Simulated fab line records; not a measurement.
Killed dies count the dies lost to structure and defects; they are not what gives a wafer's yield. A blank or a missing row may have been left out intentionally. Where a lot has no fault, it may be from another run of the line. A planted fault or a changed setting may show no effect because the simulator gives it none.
Which tool did it? :: flow rit cmos :: 45 wafers sampled from 15 lots at 1 step of a route of 202

## WHAT EACH GAUGE READ, for each wafer
No reading from a measuring or inspecting step in the record can be judged against a usual standard deviation.

## EACH LOT AND THE TOOL THAT RAN IT (in order: tool; ch and the chambers of the sampled wafers; start)
lot: L536
RIT_CONTACT_DEVELOP_07: litho track-01 ch 0, day 3 03:00

lot: L537
RIT_CONTACT_DEVELOP_07: litho track-01 ch 0, day 3 10:00

lot: L538
RIT_CONTACT_DEVELOP_07: litho track-01 ch 0, day 3 17:00

lot: L540
RIT_CONTACT_DEVELOP_07: litho track-03 ch 0, day 4 00:00

lot: L548
RIT_CONTACT_DEVELOP_07: litho track-01, day 5 19:00

lot: L549
RIT_CONTACT_DEVELOP_07: litho track-02, day 6 02:00

lot: L550
RIT_CONTACT_DEVELOP_07: litho track-02, day 6 04:00

lot: L551
RIT_CONTACT_DEVELOP_07: litho track-02 ch 0, day 6 09:00

lot: L552
RIT_CONTACT_DEVELOP_07: litho track-02 ch 0, day 6 17:00

lot: L553
RIT_CONTACT_DEVELOP_07: litho track-02 ch 0, day 6 20:00

lot: L555
RIT_CONTACT_DEVELOP_07: litho track-01 ch 0, day 7 05:00

lot: L556
RIT_CONTACT_DEVELOP_07: litho track-03 ch 0, day 7 12:00

lot: L557
RIT_CONTACT_DEVELOP_07: litho track-02 ch 0, day 7 15:00

lot: L558
RIT_CONTACT_DEVELOP_07: litho track-02 ch 0, day 7 18:00

lot: L559
RIT_CONTACT_DEVELOP_07: litho track-02 ch 0, day 8 00:00
- RIT_CONTACT_DEVELOP_07: develop time 120 s.

## WHAT THE TOOLS THEMSELVES READ (means of the sampled wafers that have a number; where no wafer has one, the mark that the record gives instead)
RIT_CONTACT_DEVELOP_07. Usual: 23.00 C for chill plate temp C, sd 0.13.
lot: L536
tool: litho track-01
chill plate temp C (C): 22.98
flag: 

lot: L537
tool: litho track-01
chill plate temp C (C): 23.01
flag: 

lot: L538
tool: litho track-01
chill plate temp C (C): 23.07
flag: 

lot: L540
tool: litho track-03
chill plate temp C (C): 23.06
flag: 

lot: L548
tool: litho track-01
chill plate temp C (C): -
flag: OFF

lot: L549
tool: litho track-02
chill plate temp C (C): -
flag: OFF

lot: L550
tool: litho track-02
chill plate temp C (C): -
flag: OFF

lot: L551
tool: litho track-02
chill plate temp C (C): 23.00
flag: 

lot: L552
tool: litho track-02
chill plate temp C (C): 23.02
flag: 

lot: L553
tool: litho track-02
chill plate temp C (C): 23.10
flag: 

lot: L555
tool: litho track-01
chill plate temp C (C): 23.29
flag: 

lot: L556
tool: litho track-03
chill plate temp C (C): 22.99
flag: 

lot: L557
tool: litho track-02
chill plate temp C (C): 23.00
flag: 

lot: L558
tool: litho track-02
chill plate temp C (C): 22.83
flag: 

lot: L559
tool: litho track-02
chill plate temp C (C): 22.87
flag: 

## THE ANSWER, worked out from the rows above alone
Rule: take the mean of a lot's wafers that have a number; if it is more than 3 standard deviations from the usual mean, the lot is off. A lot without any number at a reading at which 4 lots or more have one is off too. Where the step has rows for the other lots, those lots are counted as sound. Order of review: gauges by route order, followed by the tools' own readings, for which a lot's mean as printed above is used. The first step at which some lot is off is used, and at that step the reading that is off furthest; a lot without a number counts as furthest.
Off, at RIT_CONTACT_DEVELOP_07 on chill plate temp C: L548, L549, L550. Without a number there: L548, L549, L550.
A tool fits if, at that step or a process step before it, it ran every lot that is off, and no sound lot after the first of them. None of those tried fits.

## WHAT WAS PUT IN BY THE SIMULATOR
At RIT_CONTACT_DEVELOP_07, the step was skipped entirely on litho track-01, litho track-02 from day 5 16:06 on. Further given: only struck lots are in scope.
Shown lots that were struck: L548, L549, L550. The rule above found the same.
